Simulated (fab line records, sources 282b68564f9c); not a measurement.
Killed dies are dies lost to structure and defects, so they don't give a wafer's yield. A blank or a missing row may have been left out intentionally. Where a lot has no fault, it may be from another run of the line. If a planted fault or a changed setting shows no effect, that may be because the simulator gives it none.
What tool caused it? || flow rit-cmos || 14 lots, 42 wafers sampled, at 2 steps of a route of 202

WHAT THE GAUGES SHOWED, per wafer
RIT_GATE_THK_MEAS_09. Usual: GATE_POLY_THK gives 248.8 nm (standard deviation 1.9).
{"lot": "L307", "measured": "day 3 11:04", "on": "film-metro-02", "GATE_POLY_THK (nm)": "246.3 245.4 247.9", "flag": ""}
{"lot": "L308", "measured": "day 3 19:56", "on": "film-metro-02", "GATE_POLY_THK (nm)": "248.6 247.7 247.1", "flag": ""}
{"lot": "L309", "measured": "day 3 22:53", "on": "film-metro-02", "GATE_POLY_THK (nm)": "248.4 249.3 247.1", "flag": ""}
{"lot": "L310", "measured": "day 4 00:49", "on": "film-metro-04", "GATE_POLY_THK (nm)": "246.6 248.3 248.5", "flag": ""}
{"lot": "L312", "measured": "day 4 10:16", "on": "film-metro-02", "GATE_POLY_THK (nm)": "248.0 247.3 245.6", "flag": ""}
{"lot": "L313", "measured": "day 4 16:05", "on": "film-metro-01", "GATE_POLY_THK (nm)": "246.4 247.2 248.4", "flag": ""}
{"lot": "L315", "measured": "day 4 23:37", "on": "film-metro-04", "GATE_POLY_THK (nm)": "251.5 251.0 250.2", "flag": ""}
{"lot": "L316", "measured": "day 5 05:17", "on": "film-metro-04", "GATE_POLY_THK (nm)": "244.9 247.5 246.9", "flag": ""}
{"lot": "L319", "measured": "day 5 20:22", "on": "film-metro-02", "GATE_POLY_THK (nm)": "250.4 248.9 250.8", "flag": ""}
{"lot": "L321", "measured": "day 6 06:29", "on": "film-metro-01", "GATE_POLY_THK (nm)": "270.9 270.5 272.3 271.0 270.7 272.1", "flag": "OFF"}
{"lot": "L323", "measured": "day 6 12:14", "on": "film-metro-04", "GATE_POLY_THK (nm)": "273.8 271.5 272.3 273.7 271.4 272.3", "flag": "OFF"}
{"lot": "L324", "measured": "day 6 20:16", "on": "film-metro-04", "GATE_POLY_THK (nm)": "251.2 250.6 251.8", "flag": ""}
{"lot": "L325", "measured": "day 7 01:00", "on": "film-metro-01", "GATE_POLY_THK (nm)": "247.5 245.6 247.7", "flag": ""}
{"lot": "L326", "measured": "day 7 07:58", "on": "film-metro-02", "GATE_POLY_THK (nm)": "248.5 247.4 250.3", "flag": ""}

EACH LOT AND THE TOOL THAT RAN IT (in order: tool; ch and the chambers of the sampled wafers; start)
{"lot": "L307", "RIT_GATE_CVD_08": "lpcvd-01 ch 1, day 3 09:27"}
{"lot": "L308", "RIT_GATE_CVD_08": "lpcvd-02 ch 0, day 3 18:19"}
{"lot": "L309", "RIT_GATE_CVD_08": "lpcvd-02 ch 0, day 3 21:14"}
{"lot": "L310", "RIT_GATE_CVD_08": "lpcvd-02 ch 1, day 3 23:12"}
{"lot": "L312", "RIT_GATE_CVD_08": "lpcvd-02 ch 1, day 4 08:38"}
{"lot": "L313", "RIT_GATE_CVD_08": "lpcvd-01 ch 1, day 4 14:28"}
{"lot": "L315", "RIT_GATE_CVD_08": "lpcvd-01 ch 1, day 4 21:59"}
{"lot": "L316", "RIT_GATE_CVD_08": "lpcvd-02 ch 1, day 5 03:38"}
{"lot": "L319", "RIT_GATE_CVD_08": "lpcvd-02 ch 0, day 5 18:45"}
{"lot": "L321", "RIT_GATE_CVD_08": "lpcvd-02 ch 0, day 6 04:50"}
{"lot": "L323", "RIT_GATE_CVD_08": "lpcvd-02 ch 0, day 6 10:37"}
{"lot": "L324", "RIT_GATE_CVD_08": "lpcvd-01 ch 1, day 6 18:38"}
{"lot": "L325", "RIT_GATE_CVD_08": "lpcvd-02 ch 1, day 6 23:23"}
{"lot": "L326", "RIT_GATE_CVD_08": "lpcvd-01 ch 1, day 7 06:19"}
- RIT_GATE_CVD_08: deposits poly-Si from SiH4, target thk 250 nm, time 2220 s.

AS READ BY THE TOOLS THEMSELVES (means over the sampled wafers that have a number; for cases with no such wafer, the mark the record gives instead)
RIT_GATE_CVD_08. Usual: pressure-mtorr at 299.9 mTorr, with a standard deviation of 0.57.
{"lot": "L307", "tool": "lpcvd-01", "pressure-mtorr (mTorr)": 299.2, "flag": ""}
{"lot": "L308", "tool": "lpcvd-02", "pressure-mtorr (mTorr)": 300.2, "flag": ""}
{"lot": "L309", "tool": "lpcvd-02", "pressure-mtorr (mTorr)": 300.2, "flag": ""}
{"lot": "L310", "tool": "lpcvd-02", "pressure-mtorr (mTorr)": 300.0, "flag": ""}
{"lot": "L312", "tool": "lpcvd-02", "pressure-mtorr (mTorr)": 299.3, "flag": ""}
{"lot": "L313", "tool": "lpcvd-01", "pressure-mtorr (mTorr)": 299.3, "flag": ""}
{"lot": "L315", "tool": "lpcvd-01", "pressure-mtorr (mTorr)": 299.9, "flag": ""}
{"lot": "L316", "tool": "lpcvd-02", "pressure-mtorr (mTorr)": 299.7, "flag": ""}
{"lot": "L319", "tool": "lpcvd-02", "pressure-mtorr (mTorr)": 299.5, "flag": ""}
{"lot": "L321", "tool": "lpcvd-02", "pressure-mtorr (mTorr)": 359.9, "flag": "OFF"}
{"lot": "L323", "tool": "lpcvd-02", "pressure-mtorr (mTorr)": 359.2, "flag": "OFF"}
{"lot": "L324", "tool": "lpcvd-01", "pressure-mtorr (mTorr)": 299.7, "flag": ""}
{"lot": "L325", "tool": "lpcvd-02", "pressure-mtorr (mTorr)": 300.8, "flag": ""}
{"lot": "L326", "tool": "lpcvd-01", "pressure-mtorr (mTorr)": 299.6, "flag": ""}

THE ANSWER, worked out from the rows above alone
Rule: take the mean of a lot's wafers that have a number; if it is more than 3 standard deviations from the usual mean, the lot is off. Also off: a lot with no number at a reading for which 4 or more lots have one. Where the step has rows for the other lots, those lots are counted as sound. First the gauges in route order, then the tools' own readings, where a lot's mean is used as printed above. At the first step where some lot is off, the reading lying furthest off is the one used; lots without a number count as furthest.
Off: L321, L323, at RIT_GATE_THK_MEAS_09 (GATE_POLY_THK).
If a tool, at a process step before that reading, ran all the lots that are off and no sound lot after the first of them, it fits. Not tried: the gauges at RIT_GATE_THK_MEAS_09; whatever is off there is also off at RIT_GATE_CVD_08, on other tools, and gauge error can't account for it. Of those tried, none fits.

WHAT HAD BEEN PUT IN BY THE SIMULATOR
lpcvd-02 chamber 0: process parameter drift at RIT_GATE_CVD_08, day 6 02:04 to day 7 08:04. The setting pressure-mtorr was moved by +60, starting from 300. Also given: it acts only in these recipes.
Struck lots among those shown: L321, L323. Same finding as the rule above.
